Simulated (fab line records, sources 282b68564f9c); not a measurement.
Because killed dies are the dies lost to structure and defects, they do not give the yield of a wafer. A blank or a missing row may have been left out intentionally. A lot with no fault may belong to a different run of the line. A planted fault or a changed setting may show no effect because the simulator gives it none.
fab line records :: flow ritCmos
record
  lots=7
  wafers=21
  lastDay=7
route steps=202 shown NLDD@105 PLDD@114 M1@202
lots with no fault: from the same line, run without faults
startH: hours from the record's opening day to when the first of the lot's shown wafers began :: waitH: hours since the lot's step before :: " the same as in the row above :: L1.1+2: a single row standing in for several wafers :: - no value, or no start given :: * or withheld: withheld :: < > ~ a bound
route shown NAME@n: names a module that has steps shown in the file, with the first one's number in the route :: usual: mean/standard deviation taken from wafers without a fault :: same: alike in all rows :: chamber/n: place in a boat :: sites: each site's reading :: _std_site: standard deviation of those values :: _edge_site: the outer-site mean with the inner-site mean subtracted :: radiusMm: how far each site lies from the wafer's centre :: mask NAME#n: copy n :: behind: the tool/chamber that last shaped the wafer :: hold: why the lot went on hold/how many hours it stayed there/how the hold came to an end :: device: which transistor (n, p or np) failed to switch :: end of line: tests run on the same wafers once the route is complete :: a step without rows: its recipe alone :: killed: count of dies lost to structure and defects at first sort (not the wafer's yield) :: map: per-die view of a wafer (x killed, . not killed, _ where there is no die)
set.NAME: the setting as run; set.NAME@STEP: as run at that earlier step :: model.NAME: the simulator's own value behind a step, which no gauge read
lots at selected steps of the route; one table per step, one row per wafer
services: when a tool's chamber went out of use (startH, in hours from the record's first day, below 0 if earlier), for how many hours, and the reason
## steps
# step RIT_NLDD_SOFTBAKE_02
# recipe
  resist=NOVOLAK
  tempC=90
  timeS=60
# step RIT_NLDD_EXPOSE_03
# recipe
  maskId=M7
  na=0.57
  targetCdNm=40700
  doseMj=250
# step RIT_NLDD_PEB_04
# recipe
  resist=NOVOLAK
  tempC=withheld
  timeS=withheld
# step RIT_NLDD_DEVELOP_05
# recipe
  resist=NOVOLAK
  developTimeS=50
  devTempC=23
# step RIT_NLDD_OVL_MEAS_06
# usual
  NLDD_OVL=1.4/1.4
lot.wafer: L603.1
tool: overlay-01
chamber: -
startH: 53.16
waitH: -
NLDD_OVL[nm]: 2.3

lot.wafer: L603.2
tool: overlay-01
chamber: -
startH: 53.16
waitH: -
NLDD_OVL[nm]: 0.1

lot.wafer: L603.6
tool: overlay-01
chamber: -
startH: 53.16
waitH: -
NLDD_OVL[nm]: 2.9

lot.wafer: L604.2
tool: overlay-02
chamber: -
startH: 60.77
waitH: -
NLDD_OVL[nm]: 2.0

lot.wafer: L604.5
tool: overlay-02
chamber: -
startH: 60.77
waitH: -
NLDD_OVL[nm]: 2.5

lot.wafer: L604.6
tool: overlay-02
chamber: -
startH: 60.77
waitH: -
NLDD_OVL[nm]: 1.6

lot.wafer: L611.2
tool: overlay-01
chamber: -
startH: 90.68
waitH: -
NLDD_OVL[nm]: 0.6

lot.wafer: L611.5
tool: overlay-01
chamber: -
startH: 90.68
waitH: -
NLDD_OVL[nm]: 1.3

lot.wafer: L611.6
tool: overlay-01
chamber: -
startH: 90.68
waitH: -
NLDD_OVL[nm]: 0.9

lot.wafer: L612.1
tool: overlay-01
chamber: -
startH: 92.50
waitH: -
NLDD_OVL[nm]: 2.5

lot.wafer: L612.2
tool: overlay-01
chamber: -
startH: 92.50
waitH: -
NLDD_OVL[nm]: 0.8

lot.wafer: L612.4
tool: overlay-01
chamber: -
startH: 92.50
waitH: -
NLDD_OVL[nm]: 2.0

lot.wafer: L613.1
tool: overlay-01
chamber: -
startH: 97.75
waitH: -
NLDD_OVL[nm]: 4.1

lot.wafer: L613.2
tool: overlay-01
chamber: -
startH: 97.75
waitH: -
NLDD_OVL[nm]: 3.0

lot.wafer: L613.4
tool: overlay-01
chamber: -
startH: 97.75
waitH: -
NLDD_OVL[nm]: 3.7

lot.wafer: L617.2
tool: overlay-01
chamber: -
startH: 117.38
waitH: -
NLDD_OVL[nm]: -0.5

lot.wafer: L617.4
tool: overlay-01
chamber: -
startH: 117.38
waitH: -
NLDD_OVL[nm]: 0.3

lot.wafer: L617.6
tool: overlay-01
chamber: -
startH: 117.38
waitH: -
NLDD_OVL[nm]: 1.1

lot.wafer: L622.2
tool: overlay-02
chamber: -
startH: 142.26
waitH: -
NLDD_OVL[nm]: 1.4

lot.wafer: L622.4
tool: overlay-02
chamber: -
startH: 142.26
waitH: -
NLDD_OVL[nm]: 1.1

lot.wafer: L622.5
tool: overlay-02
chamber: -
startH: 142.26
waitH: -
NLDD_OVL[nm]: 1.5
# step RIT_NLDD_HARDBAKE_07
# recipe
  resist=NOVOLAK
  tempC=140
  timeS=60
# step RIT_NLDD_IMPLANT_08
# recipe
  species=P
  energyKev=20
  doseCm2=5e+14
  tiltDeg=7
# step RIT_NLDD_STRIP_09
# recipe
  chemistry=O2
  timeS=180
  resist=NOVOLAK
  platenTempC=withheld
  powerW=500
  pressureMtorr=4000
  o2FlowSccm=4000
# usual
  drypumpMotorCurrentA=5.8/0.65
  rfReflPowerW=7.0/0.9
lot.wafer: L603.1
tool: plasmaAsher-04
chamber: 0
startH: 53.50
waitH: 0.1
drypumpMotorCurrentA: 6.6
rfHoursCounterH: 26
rfReflPowerW: 7.1

lot.wafer: L603.2
tool: plasmaAsher-04
chamber: 1
startH: 53.50
waitH: 0.1
drypumpMotorCurrentA: 5.7
rfHoursCounterH: 26
rfReflPowerW: 7.8

lot.wafer: L603.6
tool: plasmaAsher-04
chamber: 1
startH: 53.50
waitH: 0.1
drypumpMotorCurrentA: 5.8
rfHoursCounterH: -
rfReflPowerW: 7.8

lot.wafer: L604.2
tool: plasmaAsher-02
chamber: 1
startH: 61.10
waitH: 0.1
drypumpMotorCurrentA: 5.0
rfHoursCounterH: 40
rfReflPowerW: 7.9

lot.wafer: L604.5
tool: plasmaAsher-02
chamber: 0
startH: 61.10
waitH: 0.1
drypumpMotorCurrentA: 5.3
rfHoursCounterH: -
rfReflPowerW: 5.5

lot.wafer: L604.6
tool: plasmaAsher-02
chamber: 1
startH: 61.10
waitH: 0.1
drypumpMotorCurrentA: 5.0
rfHoursCounterH: -
rfReflPowerW: 7.8

lot.wafer: L611.2
tool: plasmaAsher-04
chamber: 0
startH: 91.01
waitH: 0.1
drypumpMotorCurrentA: 6.6
rfHoursCounterH: 31
rfReflPowerW: 7.1

lot.wafer: L611.5
tool: plasmaAsher-04
chamber: 0
startH: 91.01
waitH: 0.1
drypumpMotorCurrentA: 6.6
rfHoursCounterH: -
rfReflPowerW: 7.2

lot.wafer: L611.6
tool: plasmaAsher-04
chamber: 1
startH: 91.01
waitH: 0.1
drypumpMotorCurrentA: 5.7
rfHoursCounterH: -
rfReflPowerW: 8.1

lot.wafer: L612.1
tool: plasmaAsher-02
chamber: 0
startH: 92.84
waitH: 0.1
drypumpMotorCurrentA: 5.3
rfHoursCounterH: 44
rfReflPowerW: 5.5

lot.wafer: L612.2
tool: plasmaAsher-02
chamber: 1
startH: 92.84
waitH: 0.1
drypumpMotorCurrentA: 5.0
rfHoursCounterH: 44
rfReflPowerW: 7.7

lot.wafer: L612.4
tool: plasmaAsher-02
chamber: 1
startH: 92.84
waitH: 0.1
drypumpMotorCurrentA: 5.0
rfHoursCounterH: -
rfReflPowerW: 7.9

lot.wafer: L613.1
tool: plasmaAsher-03
chamber: 1
startH: 98.08
waitH: 0.1
drypumpMotorCurrentA: 6.2
rfHoursCounterH: 45
rfReflPowerW: 6.8

lot.wafer: L613.2
tool: plasmaAsher-03
chamber: 0
startH: 98.08
waitH: 0.1
drypumpMotorCurrentA: 6.6
rfHoursCounterH: 45
rfReflPowerW: 7.2

lot.wafer: L613.4
tool: plasmaAsher-03
chamber: 1
startH: 98.08
waitH: 0.1
drypumpMotorCurrentA: 6.2
rfHoursCounterH: -
rfReflPowerW: 6.7

lot.wafer: L617.2
tool: plasmaAsher-02
chamber: 0
startH: 117.71
waitH: 0.1
drypumpMotorCurrentA: 5.3
rfHoursCounterH: 48
rfReflPowerW: 5.4

lot.wafer: L617.4
tool: plasmaAsher-02
chamber: 0
startH: 117.71
waitH: 0.1
drypumpMotorCurrentA: 5.3
rfHoursCounterH: -
rfReflPowerW: 5.3

lot.wafer: L617.6
tool: plasmaAsher-02
chamber: 1
startH: 117.71
waitH: 0.1
drypumpMotorCurrentA: 5.0
rfHoursCounterH: -
rfReflPowerW: 7.9

lot.wafer: L622.2
tool: plasmaAsher-02
chamber: 1
startH: 142.59
waitH: 0.1
drypumpMotorCurrentA: 5.0
rfHoursCounterH: 50
rfReflPowerW: 7.6

lot.wafer: L622.4
tool: plasmaAsher-02
chamber: 1
startH: 142.59
waitH: 0.1
drypumpMotorCurrentA: 5.0
rfHoursCounterH: -
rfReflPowerW: 7.5

lot.wafer: L622.5
tool: plasmaAsher-02
chamber: 1
startH: 142.59
waitH: 0.1
drypumpMotorCurrentA: 5.0
rfHoursCounterH: -
rfReflPowerW: 7.6
# step RIT_NLDD_TW_MEAS_10
# usual
  NLDD_TW=2498/29
lot.wafer: L603.1
tool: filmMetro-02
chamber: -
startH: 53.67
waitH: 0.1
NLDD_TW: 2535

lot.wafer: L603.2
tool: filmMetro-02
chamber: -
startH: 53.67
waitH: 0.1
NLDD_TW: 2526

lot.wafer: L603.6
tool: filmMetro-02
chamber: -
startH: 53.67
waitH: 0.1
NLDD_TW: 2526

lot.wafer: L604.2
tool: filmMetro-02
chamber: -
startH: 61.29
waitH: 0.1
NLDD_TW: 2535

lot.wafer: L604.5
tool: filmMetro-02
chamber: -
startH: 61.29
waitH: 0.1
NLDD_TW: 2528

lot.wafer: L604.6
tool: filmMetro-02
chamber: -
startH: 61.29
waitH: 0.1
NLDD_TW: 2527

lot.wafer: L611.2
tool: filmMetro-03
chamber: -
startH: 91.19
waitH: 0.1
NLDD_TW: 2475

lot.wafer: L611.5
tool: filmMetro-03
chamber: -
startH: 91.19
waitH: 0.1
NLDD_TW: 2483

lot.wafer: L611.6
tool: filmMetro-03
chamber: -
startH: 91.19
waitH: 0.1
NLDD_TW: 2475

lot.wafer: L612.1
tool: filmMetro-01
chamber: -
startH: 93.01
waitH: 0.1
NLDD_TW: 2499

lot.wafer: L612.2
tool: filmMetro-01
chamber: -
startH: 93.01
waitH: 0.1
NLDD_TW: 2504

lot.wafer: L612.4
tool: filmMetro-01
chamber: -
startH: 93.01
waitH: 0.1
NLDD_TW: 2511

lot.wafer: L613.1
tool: filmMetro-01
chamber: -
startH: 98.26
waitH: 0.1
NLDD_TW: 2502

lot.wafer: L613.2
tool: filmMetro-01
chamber: -
startH: 98.26
waitH: 0.1
NLDD_TW: 2493

lot.wafer: L613.4
tool: filmMetro-01
chamber: -
startH: 98.26
waitH: 0.1
NLDD_TW: 2487

lot.wafer: L617.2
tool: filmMetro-03
chamber: -
startH: 117.90
waitH: 0.1
NLDD_TW: 2462

lot.wafer: L617.4
tool: filmMetro-03
chamber: -
startH: 117.90
waitH: 0.1
NLDD_TW: 2465

lot.wafer: L617.6
tool: filmMetro-03
chamber: -
startH: 117.90
waitH: 0.1
NLDD_TW: 2441

lot.wafer: L622.2
tool: filmMetro-02
chamber: -
startH: 142.77
waitH: 0.1
NLDD_TW: 2539

lot.wafer: L622.4
tool: filmMetro-02
chamber: -
startH: 142.77
waitH: 0.1
NLDD_TW: 2539

lot.wafer: L622.5
tool: filmMetro-02
chamber: -
startH: 142.77
waitH: 0.1
NLDD_TW: 2552
# step RIT_PLDD_HMDS_00
# recipe
  primeTimeS=60
  primeTempC=140
# step RIT_PLDD_COAT_01
# recipe
  resist=NOVOLAK
  spinRpm=3250
  resistThkNm=1000
# step RIT_PLDD_SOFTBAKE_02
# recipe
  resist=NOVOLAK
  tempC=90
  timeS=60
# step RIT_PLDD_EXPOSE_03
# recipe
  maskId=M8
  na=0.57
  targetCdNm=40900
  doseMj=250
# same
  na=0.57
lot.wafer: L603.1+2+6
tool: ilineStepper-02
chamber: 0
startH: 54.18
waitH: 0.1
mask: M8#0
model.PLDD.overlayXNm: 0.5132

lot.wafer: L604.2+5+6
tool: ilineStepper-01
chamber: 0
startH: 61.93
waitH: 0.2
mask: M8#0
model.PLDD.overlayXNm: -0.08884

lot.wafer: L611.2+5+6
tool: ilineStepper-01
chamber: 0
startH: 91.84
waitH: 0.2
mask: M8#0
model.PLDD.overlayXNm: 128.9

lot.wafer: L612.1+2+4
tool: ilineStepper-01
chamber: 0
startH: 93.52
waitH: 0.1
mask: M8#0
model.PLDD.overlayXNm: 132.3

lot.wafer: L613.1+2+4
tool: ilineStepper-01
chamber: 0
startH: 98.77
waitH: 0.1
mask: M8#0
model.PLDD.overlayXNm: 129.7

lot.wafer: L617.2+4+6
tool: ilineStepper-02
chamber: 0
startH: 118.54
waitH: 0.2
mask: M8#0
model.PLDD.overlayXNm: -0.03495

lot.wafer: L622.2+4+5
tool: ilineStepper-02
chamber: 0
startH: 143.29
waitH: 0.1
mask: M8#0
model.PLDD.overlayXNm: 0.196
# step RIT_PLDD_PEB_04
# recipe
  resist=NOVOLAK
  tempC=withheld
  timeS=withheld
# step RIT_PLDD_DEVELOP_05
# recipe
  resist=NOVOLAK
  developTimeS=50
  devTempC=23
# step RIT_PLDD_OVL_MEAS_06
# usual
  PLDD_OVL=0.7/1.4
lot.wafer: L603.1
tool: overlay-01
chamber: -
startH: 54.71
waitH: -
PLDD_OVL[nm]: 1.2

lot.wafer: L603.2
tool: overlay-01
chamber: -
startH: 54.71
waitH: -
PLDD_OVL[nm]: 2.7

lot.wafer: L603.6
tool: overlay-01
chamber: -
startH: 54.71
waitH: -
PLDD_OVL[nm]: 3.3

lot.wafer: L604.2
tool: overlay-02
chamber: -
startH: 62.32
waitH: -
PLDD_OVL[nm]: 0.4

lot.wafer: L604.5
tool: overlay-02
chamber: -
startH: 62.32
waitH: -
PLDD_OVL[nm]: 1.1

lot.wafer: L604.6
tool: overlay-02
chamber: -
startH: 62.32
waitH: -
PLDD_OVL[nm]: -1.7

lot.wafer: L611.2
tool: overlay-01
chamber: -
startH: 92.22
waitH: -
PLDD_OVL[nm]: 129.4

lot.wafer: L611.5
tool: overlay-01
chamber: -
startH: 92.22
waitH: -
PLDD_OVL[nm]: 129.3

lot.wafer: L611.6
tool: overlay-01
chamber: -
startH: 92.22
waitH: -
PLDD_OVL[nm]: 130.0

lot.wafer: L612.1
tool: overlay-01
chamber: -
startH: 93.92
waitH: -
PLDD_OVL[nm]: 133.7

lot.wafer: L612.2
tool: overlay-01
chamber: -
startH: 93.92
waitH: -
PLDD_OVL[nm]: 132.4

lot.wafer: L612.4
tool: overlay-01
chamber: -
startH: 93.92
waitH: -
PLDD_OVL[nm]: 134.3

lot.wafer: L613.1
tool: overlay-02
chamber: -
startH: 99.17
waitH: -
PLDD_OVL[nm]: 129.7

lot.wafer: L613.2
tool: overlay-02
chamber: -
startH: 99.17
waitH: -
PLDD_OVL[nm]: 129.9

lot.wafer: L613.4
tool: overlay-02
chamber: -
startH: 99.17
waitH: -
PLDD_OVL[nm]: 130.3

lot.wafer: L617.2
tool: overlay-02
chamber: -
startH: 118.93
waitH: -
PLDD_OVL[nm]: 1.7

lot.wafer: L617.4
tool: overlay-02
chamber: -
startH: 118.93
waitH: -
PLDD_OVL[nm]: -0.3

lot.wafer: L617.6
tool: overlay-02
chamber: -
startH: 118.93
waitH: -
PLDD_OVL[nm]: 0.8

lot.wafer: L622.2
tool: overlay-02
chamber: -
startH: 143.68
waitH: -
PLDD_OVL[nm]: 0.8

lot.wafer: L622.4
tool: overlay-02
chamber: -
startH: 143.68
waitH: -
PLDD_OVL[nm]: 0.0

lot.wafer: L622.5
tool: overlay-02
chamber: -
startH: 143.68
waitH: -
PLDD_OVL[nm]: 0.5
# step RIT_PLDD_HARDBAKE_07
# recipe
  resist=NOVOLAK
  tempC=140
  timeS=60
# step RIT_M1_PROBE_99
# usual
  killedAtContacts=0.1/0.29
  killedAtFrontEnd=7/3
  killedDies=8/3
  killedOpen=3.7/2
  killedShort=3.8/2.1
# same
  grossDies=264
  killed_at_M0_to_M3=0
  killed_at_M4_up=0
  killedAtBackSide=0
  killedAtOther=0
lot.wafer: L603.1
tool: prober-02
chamber: -
startH: 70.22
waitH: 0.1
killedAtContacts: 0
killedAtFrontEnd: 11
killedDies: 11
killedOpen: 9
killedShort: 2
model.etest.pldd.widthNm: 3161

lot.wafer: L603.2
tool: prober-02
chamber: -
startH: 70.27
waitH: 0.1
killedAtContacts: 0
killedAtFrontEnd: 8
killedDies: 8
killedOpen: 4
killedShort: 4
model.etest.pldd.widthNm: 3166

lot.wafer: L603.6
tool: prober-02
chamber: -
startH: 70.47
waitH: 0.2
killedAtContacts: 0
killedAtFrontEnd: 8
killedDies: 8
killedOpen: 2
killedShort: 6
model.etest.pldd.widthNm: 3158

lot.wafer: L604.2
tool: prober-01
chamber: -
startH: 77.13
waitH: 0.1
killedAtContacts: 0
killedAtFrontEnd: 3
killedDies: 3
killedOpen: 0
killedShort: 3
model.etest.pldd.widthNm: 3159

lot.wafer: L604.5
tool: prober-01
chamber: -
startH: 77.28
waitH: 0.2
killedAtContacts: 0
killedAtFrontEnd: 15
killedDies: 15
killedOpen: 8
killedShort: 7
model.etest.pldd.widthNm: 3172

lot.wafer: L604.6
tool: prober-01
chamber: -
startH: 77.33
waitH: 0.2
killedAtContacts: 0
killedAtFrontEnd: 10
killedDies: 10
killedOpen: 4
killedShort: 6
model.etest.pldd.widthNm: 3179

lot.wafer: L611.2
tool: prober-02
chamber: -
startH: 106.47
waitH: 0.1
killedAtContacts: 0
killedAtFrontEnd: 7
killedDies: 7
killedOpen: 4
killedShort: 3
model.etest.pldd.widthNm: 3148

lot.wafer: L611.5
tool: prober-02
chamber: -
startH: 106.62
waitH: 0.2
killedAtContacts: 0
killedAtFrontEnd: 10
killedDies: 10
killedOpen: 6
killedShort: 4
model.etest.pldd.widthNm: 3125

lot.wafer: L611.6
tool: prober-02
chamber: -
startH: 106.67
waitH: 0.2
killedAtContacts: 0
killedAtFrontEnd: 10
killedDies: 10
killedOpen: 3
killedShort: 7
model.etest.pldd.widthNm: 3121

lot.wafer: L612.1
tool: prober-01
chamber: -
startH: 108.67
waitH: 0.1
killedAtContacts: 0
killedAtFrontEnd: 6
killedDies: 6
killedOpen: 2
killedShort: 4
model.etest.pldd.widthNm: 3137

lot.wafer: L612.2
tool: prober-01
chamber: -
startH: 108.72
waitH: 0.1
killedAtContacts: 0
killedAtFrontEnd: 13
killedDies: 13
killedOpen: 7
killedShort: 6
model.etest.pldd.widthNm: 3141

lot.wafer: L612.4
tool: prober-01
chamber: -
startH: 108.82
waitH: 0.2
killedAtContacts: 0
killedAtFrontEnd: 4
killedDies: 4
killedOpen: 1
killedShort: 3
model.etest.pldd.widthNm: 3140

lot.wafer: L613.1
tool: prober-02
chamber: -
startH: 113.79
waitH: 0.1
killedAtContacts: 0
killedAtFrontEnd: 9
killedDies: 9
killedOpen: 5
killedShort: 4
model.etest.pldd.widthNm: 3125

lot.wafer: L613.2
tool: prober-02
chamber: -
startH: 113.84
waitH: 0.1
killedAtContacts: 0
killedAtFrontEnd: 2
killedDies: 2
killedOpen: 0
killedShort: 2
model.etest.pldd.widthNm: 3122

lot.wafer: L613.4
tool: prober-02
chamber: -
startH: 113.94
waitH: 0.2
killedAtContacts: 1
killedAtFrontEnd: 8
killedDies: 9
killedOpen: 2
killedShort: 7
model.etest.pldd.widthNm: 3145

lot.wafer: L617.2
tool: prober-02
chamber: -
startH: 133.87
waitH: 0.1
killedAtContacts: 0
killedAtFrontEnd: 8
killedDies: 8
killedOpen: 3
killedShort: 5
model.etest.pldd.widthNm: 3182

lot.wafer: L617.4
tool: prober-02
chamber: -
startH: 133.97
waitH: 0.2
killedAtContacts: 0
killedAtFrontEnd: 5
killedDies: 5
killedOpen: 3
killedShort: 2
model.etest.pldd.widthNm: 3208

lot.wafer: L617.6
tool: prober-02
chamber: -
startH: 134.07
waitH: 0.2
killedAtContacts: 0
killedAtFrontEnd: 2
killedDies: 2
killedOpen: 0
killedShort: 2
model.etest.pldd.widthNm: 3191

lot.wafer: L622.2
tool: prober-01
chamber: -
startH: 157.55
waitH: 0.1
killedAtContacts: 0
killedAtFrontEnd: 10
killedDies: 10
killedOpen: 6
killedShort: 4
model.etest.pldd.widthNm: 3181

lot.wafer: L622.4
tool: prober-01
chamber: -
startH: 157.65
waitH: 0.2
killedAtContacts: 0
killedAtFrontEnd: 7
killedDies: 7
killedOpen: 3
killedShort: 4
model.etest.pldd.widthNm: 3188

lot.wafer: L622.5
tool: prober-01
chamber: -
startH: 157.70
waitH: 0.2
killedAtContacts: 1
killedAtFrontEnd: 12
killedDies: 13
killedOpen: 7
killedShort: 6
model.etest.pldd.widthNm: 3181
# killed by level:class
L603.1 FOX2:geometricParticle:open=4 GATE:geometricParticle:open=4 GATE:geometricParticle:short=1 REOX:geometricParticle:short=1 SILICIDE:geometricParticle:open=1
L603.2 GATE:geometricParticle:open=2 FOX1:geometricParticle:short=1 GATE:geometricParticle:short=1 REOX:geometricParticle:short=1 SPACER:geometricParticle:short=1 SPACER:geometricParticle:open=1 SILICIDE:geometricParticle:open=1
L603.6 FOX1:geometricParticle:short=2 FOX1:geometricParticle:open=1 FOX2:geometricParticle:short=1 GATE:geometricParticle:short=1 REOX:geometricParticle:open=1 SPACER:geometricParticle:short=1 SILICIDE:geometricParticle:short=1
L604.2 GATE:geometricParticle:short=1 SPACER:geometricParticle:short=1 SILICIDE:geometricParticle:short=1
L604.5 GATE:geometricParticle:open=4 SPACER:geometricParticle:short=3 REOX:geometricParticle:short=2 SPACER:geometricParticle:open=2 FOX2:geometricParticle:short=1 REOX:geometricParticle:open=1 SILICIDE:geometricParticle:open=1 SILICIDE:geometricParticle:short=1
L604.6 GATE:geometricParticle:short=3 REOX:geometricParticle:open=3 FOX1:geometricParticle:short=1 FOX2:geometricParticle:short=1 SPACER:geometricParticle:short=1 SPACER:geometricParticle:open=1
L611.2 GATE:geometricParticle:open=3 GATE:geometricParticle:short=2 SPACER:geometricParticle:open=1 SPACER:geometricParticle:short=1
L611.5 GATE:geometricParticle:open=3 SPACER:geometricParticle:short=2 ACTIVE:geometricParticle:open=1 FOX1:geometricParticle:open=1 FOX2:geometricParticle:short=1 GATE:geometricParticle:short=1 SPACER:geometricParticle:open=1
L611.6 SPACER:geometricParticle:short=4 FOX2:geometricParticle:open=1 GATE:geometricParticle:short=1 REOX:geometricParticle:open=1 REOX:geometricParticle:short=1 SPACER:geometricParticle:open=1 SILICIDE:geometricParticle:short=1
L612.1 SILICIDE:geometricParticle:short=3 GATE:geometricParticle:short=1 REOX:geometricParticle:open=1 SILICIDE:geometricParticle:open=1
L612.2 FOX2:geometricParticle:open=2 GATE:geometricParticle:short=2 GATE:geometricParticle:open=2 SILICIDE:geometricParticle:open=2 SILICIDE:geometricParticle:short=2 FOX1:geometricParticle:short=1 REOX:geometricParticle:short=1 REOX:geometricParticle:open=1
L612.4 SPACER:geometricParticle:short=2 FOX1:geometricParticle:open=1 FOX2:geometricParticle:short=1
L613.1 FOX2:geometricParticle:short=3 GATE:geometricParticle:open=2 REOX:geometricParticle:open=2 REOX:geometricParticle:short=1 SPACER:geometricParticle:open=1
L613.2 GATE:geometricParticle:short=2
L613.4 FOX2:geometricParticle:short=3 REOX:geometricParticle:open=2 SILICIDE:geometricParticle:short=2 REOX:geometricParticle:short=1 CONTACT:geometricParticle:short=1
L617.2 GATE:geometricParticle:short=3 GATE:geometricParticle:open=2 REOX:geometricParticle:short=2 SILICIDE:geometricParticle:open=1
L617.4 GATE:geometricParticle:short=1 GATE:geometricParticle:open=1 REOX:geometricParticle:open=1 SPACER:geometricParticle:open=1 SPACER:geometricParticle:short=1
L617.6 GATE:geometricParticle:short=1 SPACER:geometricParticle:short=1
L622.2 GATE:geometricParticle:short=3 GATE:geometricParticle:open=3 FOX1:geometricParticle:open=1 FOX2:geometricParticle:open=1 SILICIDE:geometricParticle:open=1 SILICIDE:geometricParticle:short=1
L622.4 SILICIDE:geometricParticle:short=2 FOX1:geometricParticle:short=1 GATE:geometricParticle:open=1 REOX:geometricParticle:open=1 REOX:geometricParticle:short=1 SPACER:geometricParticle:open=1
L622.5 FOX1:geometricParticle:short=3 GATE:geometricParticle:short=3 GATE:geometricParticle:open=2 SPACER:geometricParticle:open=2 FOX1:geometricParticle:open=1 SILICIDE:geometricParticle:open=1 CONTACT:geometricParticle:open=1
## services
tool: ilineStepper-02
chamber: 0
startH: 48.47
hours: -
kind: calibration

tool: plasmaAsher-03
chamber: -
startH: 53.22
hours: 1.4
kind: repair

tool: ilineStepper-02
chamber: -
startH: 63.82
hours: 2.4
kind: repair

tool: ilineStepper-01
chamber: -
startH: 69.80
hours: 1.7
kind: pm

tool: ilineStepper-02
chamber: -
startH: 106.40
hours: 6.0
kind: repair

tool: plasmaAsher-03
chamber: -
startH: 116.76
hours: 2.8
kind: pm

tool: ilineStepper-01
chamber: 0
startH: 122.01
hours: -
kind: calibration
## key
firstSign
  step=RIT_PLDD_OVL_MEAS_06
  reading=PLDD_OVL
  direction=up
  sigmas=97
  usual=0.7
  struck=131.0
effect none on later readings
modelEffect
  step=RIT_PLDD_EXPOSE_03
  value=PLDD.overlayXNm
  without=0.3082
  struck=130.3
modelEffect
  step=RIT_M1_PROBE_99
  value=etest.pldd.widthNm
  without=3192
  struck=3134
metAt RIT_PLDD_EXPOSE_03
struckWafers L611.2,L611.5,L611.6,L612.1,L612.2,L612.4,L613.1,L613.2,L613.4
testerLeftOut L611,L612,L613
onsetBetween 61.93 91.84
fault
  kind=scannerMatchingOverlay
  tool=ilineStepper-01
  chamber=-
  onsetH=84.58
  steps=RIT_PLDD_EXPOSE_03
  offset=130
# testerLeftOut: of these lots the tester's yield and bins aren't shown, on N5 and GAA mostly nor the transistor test; their killed dies are dies lost to structure and defects alone, not to doping, threshold or leakage, so they don't give the yield
